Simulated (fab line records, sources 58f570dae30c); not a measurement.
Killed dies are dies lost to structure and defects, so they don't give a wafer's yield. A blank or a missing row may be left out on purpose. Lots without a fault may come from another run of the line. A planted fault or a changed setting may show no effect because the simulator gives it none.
Which tool did it? | flow berkeley_cmos170 | 15 lots, 45 wafers sampled, at 2 steps of a route of 331

WHAT THE GAUGES READ, wafer by wafer
UCB170_WELLDRIVE_THK_MEAS_02. Usual: WELLDRIVE_OXIDE_THK 198 nm, standard deviation 3.
lot  | measured    | on            | WELLDRIVE_OXIDE_THK (nm) | flag
L123 | day 4 05:56 | film_metro-04 | 199 198 198              |
L124 | day 4 22:56 | film_metro-04 | 194 198 196              |
L127 | day 5 03:48 | film_metro-04 | 193 194 196              |
L128 | day 5 03:50 | film_metro-04 | 197 200 196              |
L129 | day 5 03:52 | film_metro-01 | 198 196 198              |
L130 | day 5 23:34 | film_metro-04 | 196 197 194              |
L135 | day 6 08:46 | film_metro-03 | 197 195 195              |
L132 | day 6 13:36 | film_metro-03 | 198 193 193              |
L134 | day 6 13:35 | film_metro-04 | 199 200 198              |
L136 | day 6 13:39 | film_metro-03 | 197 199 198              |
L138 | day 6 20:24 | film_metro-04 | 202 197 199              |
L143 | day 7 19:33 | film_metro-01 | 96 96 97 95 96 97        | OFF
L144 | day 8 07:11 | film_metro-03 | 92 91 96 92 91 96        | OFF
L145 | day 8 07:10 | film_metro-01 | 94 92 92 94 92 93        | OFF
L146 | day 8 16:17 | film_metro-01 | 199 196 199              |

WHICH TOOL RAN EACH LOT (tool, then ch and the chambers of the sampled wafers, then the start)
lot  | UCB170_WELLDRIVE_OXIDATION_01
L123 | furnace-04 ch 0, day 4 02:24
L124 | furnace-01 ch 0, day 4 19:26
L127 | furnace-01 ch 0, day 5 00:17
L128 | furnace-01 ch 0, day 5 00:17
L129 | furnace-01 ch 0, day 5 00:17
L130 | furnace-04 ch 0, day 5 20:03
L135 | furnace-04 ch 0, day 6 05:14
L132 | furnace-04 ch 0, day 6 10:05
L134 | furnace-04 ch 0, day 6 10:05
L136 | furnace-04 ch 0, day 6 10:05
L138 | furnace-02 ch 0, day 6 16:54
L143 | furnace-04 ch 0, day 7 16:02
L144 | furnace-04 ch 0, day 8 03:40
L145 | furnace-04 ch 0, day 8 03:40
L146 | furnace-01 ch 0, day 8 12:47
- UCB170_WELLDRIVE_OXIDATION_01: target thk 199 nm, ox time 9000 s.

WHAT THE TOOLS THEMSELVES READ (means of the sampled wafers that have a number; where no wafer has one, the mark that the record gives instead)
UCB170_WELLDRIVE_OXIDATION_01. Usual: spike_tc_centre_C 1102.6 C, standard deviation 1.3; spike_tc_load_C 1127.5 C, standard deviation 2.9; spike_tc_source_C 1130.0 C, standard deviation 2; tube_center_temp_C 1100 C, standard deviation 0.098; tube_center_temp_C_max 1102.8, standard deviation 0.42; zone_power_load_pct 45.0 %, standard deviation 1.9; zone_power_source_pct 43.6 %, standard deviation 2.1.
lot  | tool       | spike_tc_centre_C (C) | spike_tc_load_C (C) | spike_tc_source_C (C) | tube_center_temp_C (C) | tube_center_temp_C_max | zone_power_load_pct (%) | zone_power_source_pct (%) | flag
L123 | furnace-04 | 1103.2                | 1130.0              | 1130.5                | 1100                   | 1102.3                 | 45.7                    | 43.4                      |
L124 | furnace-01 | 1101.6                | 1124.1              | 1128.9                | 1100                   | 1103.1                 | 43.0                    | 44.8                      |
L127 | furnace-01 | 1102.3                | 1124.9              | 1127.9                | 1100                   | 1102.7                 | 43.0                    | 45.0                      |
L128 | furnace-01 | 1102.1                | 1123.9              | 1128.6                | 1100                   | 1102.9                 | 42.9                    | 44.2                      |
L129 | furnace-01 | 1102.0                | 1124.7              | 1128.6                | 1100                   | 1102.7                 | 43.0                    | 44.8                      |
L130 | furnace-04 | 1102.5                | 1128.7              | 1131.3                | 1100                   | 1102.6                 | 45.9                    | 43.8                      |
L135 | furnace-04 | 1104.2                | 1129.3              | 1131.1                | 1100                   | 1103.0                 | 45.9                    | 44.5                      |
L132 | furnace-04 | 1102.0                | 1129.5              | 1131.1                | 1100                   | 1102.6                 | 46.4                    | 43.9                      |
L134 | furnace-04 | 1103.1                | 1129.6              | 1131.3                | 1100                   | 1103.0                 | 46.0                    | 44.0                      |
L136 | furnace-04 | 1103.6                | 1129.7              | 1131.4                | 1100                   | 1102.8                 | 46.3                    | 43.9                      |
L138 | furnace-02 | 1101.6                | 1130.9              | 1124.3                | 1100                   | 1102.6                 | 48.7                    | 36.7                      | OFF
L143 | furnace-04 | 1006.1                | 1032.0              | 1033.2                | 1003                   | 1006.2                 | 36.4                    | 34.7                      | OFF
L144 | furnace-04 | 1006.6                | 1032.1              | 1033.6                | 1003                   | 1006.0                 | 36.6                    | 35.2                      | OFF
L145 | furnace-04 | 1007.1                | 1032.0              | 1033.4                | 1003                   | 1005.9                 | 36.4                    | 34.5                      | OFF
L146 | furnace-01 | 1101.4                | 1124.1              | 1129.9                | 1100                   | 1102.5                 | 42.6                    | 44.3                      |

THE ANSWER, worked out from the rows above alone
Rule: a lot is off if the mean of its wafers that have a number lies more than 3 standard deviations from the usual mean. A lot without any number at a reading at which 4 lots or more have one is off too. The other lots that the step has rows for count as sound. The gauges are gone through in route order, then the tools' own readings, and for those a lot's mean is taken as printed above. The first step at which some lot is off is used, and at that step the reading that is off furthest; a lot without a number counts as furthest.
Off: L143, L144, L145, at UCB170_WELLDRIVE_THK_MEAS_02 (WELLDRIVE_OXIDE_THK).
A tool fits if, at a process step before that reading, it ran every lot that is off, and no sound lot after the first of them. The gauges at UCB170_WELLDRIVE_THK_MEAS_02 aren't tried: what is off there is off at UCB170_WELLDRIVE_OXIDATION_01 too, on other tools, and a gauge's error can't cause that. One fits: furnace-04 at UCB170_WELLDRIVE_OXIDATION_01. Its last sound lot is L132 (day 6 10:05), its first lot that is off L143 (day 7 16:02): a fault that began between those two fits.
The tool's own readings at UCB170_WELLDRIVE_OXIDATION_01 bear it out: on the lots that are off they differ by more than 5 times the standard deviation of the sound lots' means. spike_tc_centre_C reads 1006.6 C there against 1102.5 C on the sound lots; spike_tc_load_C reads 1032.0 C there against 1127.5 C on the sound lots; spike_tc_source_C reads 1033.4 C there against 1129.6 C on the sound lots; tube_center_temp_C reads 1003 C there against 1100 C on the sound lots; tube_center_temp_C_max reads 1006.0 there against 1102.7 on the sound lots.

WHAT THE SIMULATOR HAD PUT IN
Process parameter drift: furnace-04, from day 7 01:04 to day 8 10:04, at UCB170_WELLDRIVE_OXIDATION_01. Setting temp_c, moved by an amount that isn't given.
Lots struck among those shown: L143, L145, L144. The rule above found the same.
